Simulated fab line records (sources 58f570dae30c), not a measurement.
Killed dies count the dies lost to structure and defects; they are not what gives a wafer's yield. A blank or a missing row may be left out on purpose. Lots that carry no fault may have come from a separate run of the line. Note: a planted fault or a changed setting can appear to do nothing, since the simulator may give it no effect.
Chamber matching || flow berkeley-cmos170 || UCB170_V2_CMP_02 on cmp-02 has 4 sister chambers
The step polishes SiO2. 14 wafers are shown with their chamber, then 7 later ones without.

WAFERS PAIRED WITH THEIR CHAMBERS
{"wafer": "L535.4", "chamber": 2, "motor-current-A (A)": 15.8, "edge-zone-pressure-frac": 1.007}
{"wafer": "L535.5", "chamber": 1, "motor-current-A (A)": 16.7, "edge-zone-pressure-frac": 1.000}
{"wafer": "L535.6", "chamber": 2, "motor-current-A (A)": 15.4, "edge-zone-pressure-frac": 1.006}
{"wafer": "L536.2", "chamber": 1, "motor-current-A (A)": 17.7, "edge-zone-pressure-frac": 1.003}
{"wafer": "L536.3", "chamber": 2, "motor-current-A (A)": 14.3, "edge-zone-pressure-frac": 0.998}
{"wafer": "L536.4", "chamber": 0, "motor-current-A (A)": 14.4, "edge-zone-pressure-frac": 1.001}
{"wafer": "L542.1", "chamber": 2, "motor-current-A (A)": 13.5, "edge-zone-pressure-frac": 0.987}
{"wafer": "L542.2", "chamber": 0, "motor-current-A (A)": 13.9, "edge-zone-pressure-frac": 0.999}
{"wafer": "L542.4", "chamber": 1, "motor-current-A (A)": 17.0, "edge-zone-pressure-frac": 1.010}
{"wafer": "L552.2", "chamber": 2, "motor-current-A (A)": 14.5, "edge-zone-pressure-frac": 0.998}
{"wafer": "L552.3", "chamber": 3, "motor-current-A (A)": 15.4, "edge-zone-pressure-frac": 0.994}
{"wafer": "L552.6", "chamber": 1, "motor-current-A (A)": 17.7, "edge-zone-pressure-frac": 1.002}
{"wafer": "L551.2", "chamber": 0, "motor-current-A (A)": 14.5, "edge-zone-pressure-frac": 0.998}
{"wafer": "L551.4", "chamber": 3, "motor-current-A (A)": 15.3, "edge-zone-pressure-frac": 0.998}

SIGNATURES (averages over the wafers above)
{"reading": "motor-current-A", "chamber 0": 14.267, "chamber 1": 17.275, "chamber 2": 14.700, "chamber 3": 15.350, "scatter within a chamber": 0.657}
{"reading": "edge-zone-pressure-frac", "chamber 0": 0.99933, "chamber 1": 1.00375, "chamber 2": 0.99920, "chamber 3": 0.99600, "scatter within a chamber": 0.00573}
Rule: a wafer lies at a distance from a chamber equal to the root of the sum of squares, over the readings, of (its reading less the chamber's mean, divided by the reading's scatter). If the next closest chamber is less than 2 further off than the closest, the wafer can't be placed; otherwise it belongs to the closest. The scatter: the root of (the sum of the squares of (reading less its chamber's mean) over the shown wafers, divided by (wafers less chambers)).

WAFERS MISSING THEIR CHAMBER
{"wafer": "L551.5", "motor-current-A (A)": 17.1, "edge-zone-pressure-frac": 1.004}
{"wafer": "L554.2", "motor-current-A (A)": 14.7, "edge-zone-pressure-frac": 0.999}
{"wafer": "L554.5", "motor-current-A (A)": 18.5, "edge-zone-pressure-frac": 1.010}
{"wafer": "L554.6", "motor-current-A (A)": 13.9, "edge-zone-pressure-frac": 0.990}
{"wafer": "L553.1", "motor-current-A (A)": 14.0, "edge-zone-pressure-frac": 1.005}
{"wafer": "L553.2", "motor-current-A (A)": 14.0, "edge-zone-pressure-frac": 0.998}
{"wafer": "L553.5", "motor-current-A (A)": 15.0, "edge-zone-pressure-frac": 1.002}

WHICH CHAMBER EACH WENT THROUGH
{"wafer": "L551.5", "from the rows above": 1, "in truth": 1}
{"wafer": "L554.2", "from the rows above": "can't be placed: 2 or 0 or 3", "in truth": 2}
{"wafer": "L554.5", "from the rows above": 1, "in truth": 1}
{"wafer": "L554.6", "from the rows above": "can't be placed: 0 or 2 or 3", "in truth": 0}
{"wafer": "L553.1", "from the rows above": "can't be placed: 0 or 2 or 3", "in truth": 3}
{"wafer": "L553.2", "from the rows above": "can't be placed: 0 or 2 or 3", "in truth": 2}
{"wafer": "L553.5", "from the rows above": "can't be placed: 2 or 3 or 0", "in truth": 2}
Placed correctly: 2 of 7. Can't be placed from these rows: 5 (the true chamber is among the candidates in 5). Wrongly placed: 0.
